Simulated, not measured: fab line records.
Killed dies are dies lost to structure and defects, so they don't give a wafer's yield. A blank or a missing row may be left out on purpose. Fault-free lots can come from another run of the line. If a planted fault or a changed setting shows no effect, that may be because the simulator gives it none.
The tool behind it: which one?    flow berkeley cmos170    Sampling: 7 lots, 21 wafers, 2 of 331 route steps

WHAT THE GAUGES READ, wafer by wafer
UCB170_V1_BOW_MEAS_03.
lot   measured      on             V1_BOW (um)
L831  day 8 04:33   film metro-03  34 20 20
L835  day 8 19:00   film metro-03  16 6 21
L838  day 9 01:55   film metro-01  24 16 12
L841  day 10 08:31  film metro-04  28 16 16
L843  day 10 14:58  film metro-04  18 26 28
L847  day 11 02:32  film metro-04  18 15 15
L853  day 12 07:17  film metro-04  34 15 14

WHAT TOOL EACH LOT RAN ON (gives the tool, then ch and the chambers of the sampled wafers, and finally the start)
lot   UCB170_M1_ETCH_11
L831  rie diel-02 ch 0,2,3, day 8 01:20
L835  rie diel-01 ch 2,3, day 8 16:11
L838  rie diel-04 ch 0,1,3, day 8 19:16
L841  rie diel-04 ch 0,1, day 10 05:22
L843  rie diel-04 ch 0,2,3, day 10 11:16
L847  rie diel-04 ch 0,2, day 10 20:32
L853  rie diel-04 ch 0,2, day 12 02:43
- UCB170_M1_ETCH_11: etches BARC in N2/H2.

THE ANSWER, worked out from the rows above alone
Rule: the usual values come from the lots themselves. Put in order of their means at a reading, lots are off if they are a third of the lots or fewer, leave a main group of 4 or more, and stand apart from it by a gap of 3 or more times the standard deviation of the main group's means; of several such gaps the widest counts. The tables above print the reading to a certain number of digits; a main group whose means all agree to those digits is not used. A lot without any number at a reading at which 4 lots or more have one is off too. Where the step has rows for the other lots, those lots are counted as sound.
None of the lots is off at any reading shown; this tells nothing.

WHAT THE SIMULATOR PUT IN
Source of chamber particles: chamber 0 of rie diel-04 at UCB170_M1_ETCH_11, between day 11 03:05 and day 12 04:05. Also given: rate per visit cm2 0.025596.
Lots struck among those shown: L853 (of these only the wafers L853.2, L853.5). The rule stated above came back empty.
